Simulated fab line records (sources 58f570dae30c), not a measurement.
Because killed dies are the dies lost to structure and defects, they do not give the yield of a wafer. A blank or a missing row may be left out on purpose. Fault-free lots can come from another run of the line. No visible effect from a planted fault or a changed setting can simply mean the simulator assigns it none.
Which of the tools did it? | flow berkeley cmos170 | route of 331 steps, sampled at 1 step: 14 lots, 42 wafers

WHAT EACH GAUGE READ, for each wafer
The record holds no reading of a measuring or inspecting step that can be judged against a usual standard deviation.

WHAT TOOL EACH LOT RAN ON (gives the tool, then ch and the chambers of the sampled wafers, and finally the start)
lot  | UCB170_SPACER_ETCHBACK_03
L636 | rie diel-03 ch 0,1,2, day 7 01:05
L637 | rie diel-02 ch 0,1,2, day 7 01:05
L638 | rie diel-03 ch 1,2,3, day 7 01:09
L639 | rie diel-02 ch 1,3, day 7 01:09
L640 | rie diel-04 ch 0,1, day 7 16:35
L641 | rie diel-03 ch 1,2,3, day 7 16:35
L644 | rie diel-04 ch 1,2,3, day 8 18:13
L651 | rie diel-03 ch 1,2, day 9 20:48
L652 | rie diel-04 ch 0,1,3, day 9 20:48
L649 | rie diel-03 ch 0,1,3, day 9 20:52
L653 | rie diel-02 ch 0,3, day 10 15:56
L655 | rie diel-04 ch 1,2,3, day 10 15:56
L656 | rie diel-04 ch 0,3, day 10 16:00
L658 | rie diel-04 ch 0,2,3, day 10 20:26
- UCB170_SPACER_ETCHBACK_03: etches SiO2 in CHF3/CF4/Ar, stops on Si, target depth 376 nm, time 100 s.

WHAT THE TOOLS THEMSELVES READ (means of the sampled wafers that have a number; where no wafer has one, the mark that the record gives instead)
UCB170_SPACER_ETCHBACK_03.
lot  | tool        | drypump motor current A (A) | oes product au (a.u.) | run length s (s) | throttle valve pct (%)
L636 | rie diel-03 | 6.1                         | 0.904                 | 128.4            | 6.60
L637 | rie diel-02 | 5.3                         | 0.916                 | 127.6            | 6.48
L638 | rie diel-03 | 6.4                         | 0.915                 | 127.9            | 6.54
L639 | rie diel-02 | 5.2                         | 0.910                 | 128.2            | 6.64
L640 | rie diel-04 | 5.7                         | 0.894                 | 127.9            | 6.61
L641 | rie diel-03 | 6.4                         | 0.907                 | 128.0            | 6.54
L644 | rie diel-04 | 5.5                         | 0.895                 | 127.9            | 6.39
L651 | rie diel-03 | 6.2                         | 0.991                 | 103.1            | 6.62
L652 | rie diel-04 | 5.6                         | 0.899                 | 128.1            | 6.52
L649 | rie diel-03 | 6.2                         | 0.980                 | 103.1            | 6.52
L653 | rie diel-02 | 6.2                         | 0.883                 | 128.7            | 6.61
L655 | rie diel-04 | 5.5                         | 0.905                 | 128.3            | 6.39
L656 | rie diel-04 | 5.5                         | 0.898                 | 128.1            | 6.56
L658 | rie diel-04 | 5.4                         | 0.885                 | 128.4            | 6.42

THE ANSWER, worked out from the rows above alone
Rule: usual is defined by the lots themselves. The widest of any qualifying gaps counts: lots, ordered by their means at a reading, are off when they make up no more than a third of the lots, leave a main group of 4 or more, and stand apart from it by 3 or more times the standard deviation of that group's means. Not used: any main group whose means are identical at the precision the tables above print for the reading. A lot without any number at a reading at which 4 lots or more have one is off too. The other lots that the step has rows for count as sound. Order of review: gauges by route order, followed by the tools' own readings, for which a lot's mean as printed above is used. At the first step where some lot is off, the reading lying furthest off is the one used; lots without a number count as furthest.
Off, at UCB170_SPACER_ETCHBACK_03 on run length s: L651, L649. The main group: mean 128.1 s, standard deviation 0.28.
A tool fits if, at that step or a process step before it, it ran every lot that is off, and no sound lot after the first of them. One fits: UCB170_SPACER_ETCHBACK_03 on rie diel-03. Its last sound lot is L641 (day 7 16:35), its first lot that is off L651 (day 9 20:48): a fault that began between those two fits.
The tool's own readings at UCB170_SPACER_ETCHBACK_03 bear it out: on the lots that are off they differ by more than 5 times the standard deviation of the sound lots' means. oes product au reads 0.986 a.u. there against 0.901 a.u. on the sound lots; run length s reads 103.1 s there against 128.1 s on the sound lots.

WHAT THE SIMULATOR HAD PUT IN
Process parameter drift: rie diel-03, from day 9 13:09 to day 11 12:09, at UCB170_SPACER_ETCHBACK_03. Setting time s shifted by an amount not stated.
Shown lots that were struck: L651, L649. The same result came from the rule above.
